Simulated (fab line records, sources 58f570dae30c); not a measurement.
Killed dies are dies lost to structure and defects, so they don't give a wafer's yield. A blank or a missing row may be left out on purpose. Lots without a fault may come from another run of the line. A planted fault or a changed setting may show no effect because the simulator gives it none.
One fault seen from 2 desks | flow berkeley_cmos170 | each desk has only its own numbers; what lay behind them comes last

THE TOOL OWNER'S DESK: pecvd-03
The tool's own readings at UCB170_V2_CVD_00 (deposits SiO2 from TEOS/O2, target thk 2000 nm, time 250 s): means of the sampled wafers that have a number, for each lot that ran on this tool. A lot is out of limits, marked OUT, if its mean lies more than 4 standard deviations from the usual mean; the brackets give that distance.
Columns: A = heater_power_w at UCB170_V2_CVD_00, usual 279 W
lot  | first seen here | A
L227 | day 9 14:33     | 286
L233 | day 11 03:43    | 259
L239 | day 12 13:12    | 244
L241 | day 13 04:53    | 258
This desk's finding: nothing out of limits on any of the 4 lots.

THE METROLOGY DESK
What the gauges read, lot by lot, whatever tool the lot ran on: means of the sampled wafers that have a number. A lot is out of limits, marked OUT, if its mean lies more than 4 standard deviations from the usual mean; the brackets give that distance.
Columns: A = GATE_OVL at UCB170_GATE_OVL_MEAS_13, usual 2 nm; B = V2_TEOS_THK at UCB170_V2_THK_MEAS_01, usual 1991 nm; C = V2_POLISHED_THK at UCB170_V2_THK_MEAS_04, usual 999.5 nm; D = M3_AL_THK at UCB170_M3_THK_MEAS_03, usual 881 nm; E = M3_OVL at UCB170_M3_OVL_MEAS_16, usual -3 nm
lot  | first seen here | A  | B              | C                       | D   | E
L221 | day 7 07:19     | -2 | 1996           | 998.8                   | 879 | 6
L222 | day 7 07:22     | 1  | 1995           | 1000.0                  | 884 | -4
L224 | day 7 21:23     | -5 | 1993           | 1000.7                  | 875 | -3
L226 | day 7 22:25     | 5  | 2012           | 999.9                   | 894 | 0
L227 | day 8 06:57     | 2  | 1979           | 1001.0                  | 894 | -8
L230 | day 8 15:56     | -5 | 2008           | 1000.2                  | 877 | -1
L231 | day 8 16:02     | 2  | 1976           | 998.7                   | 865 | -5
L229 | day 8 16:38     | -0 | 2003           | 999.9                   | 881 | -6
L234 | day 9 20:01     | 7  | 2011           | 1000.5                  | 890 | -5
L233 | day 9 20:17     | 3  | 1986           | 997.8                   | 882 | -6
L239 | day 11 04:37    | 5  | 1663 (-13) OUT | 689.7 (-99 or more) OUT | 878 | 4
L243 | day 11 21:37    | 3  | 1997           | 998.2                   | 865 | -3
L241 | day 11 21:51    | 0  | 1686 (-12) OUT | 689.4 (-99 or more) OUT | 867 | -4
L244 | day 12 04:37    | 2  | 2001           | 1000.1                  | 874 | 5
This desk's finding: out of limits on L239, L241; first on L239, day 12 13:22 (V2_TEOS_THK at UCB170_V2_THK_MEAS_01). In limits: L221, L222, L224, L226, L227, L230, L231, L229, L234, L233, L243, L244.

PUT TOGETHER
The metrology desk could have raised an alarm at day 12 13:22, on L239, L241.
The tool owner's desk saw nothing out of limits.
The tool owner's desk has L239, L241 on record, within its limits.
Of the lots named, all ran UCB170_V2_CVD_00 on pecvd-03.

WHAT THE SIMULATOR HAD PUT IN
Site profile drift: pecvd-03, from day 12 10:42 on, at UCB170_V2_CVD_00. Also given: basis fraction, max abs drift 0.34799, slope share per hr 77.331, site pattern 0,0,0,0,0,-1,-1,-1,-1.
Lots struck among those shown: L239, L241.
Hours from the fault's start to each desk's first reading out of limits: the metrology desk, 3.
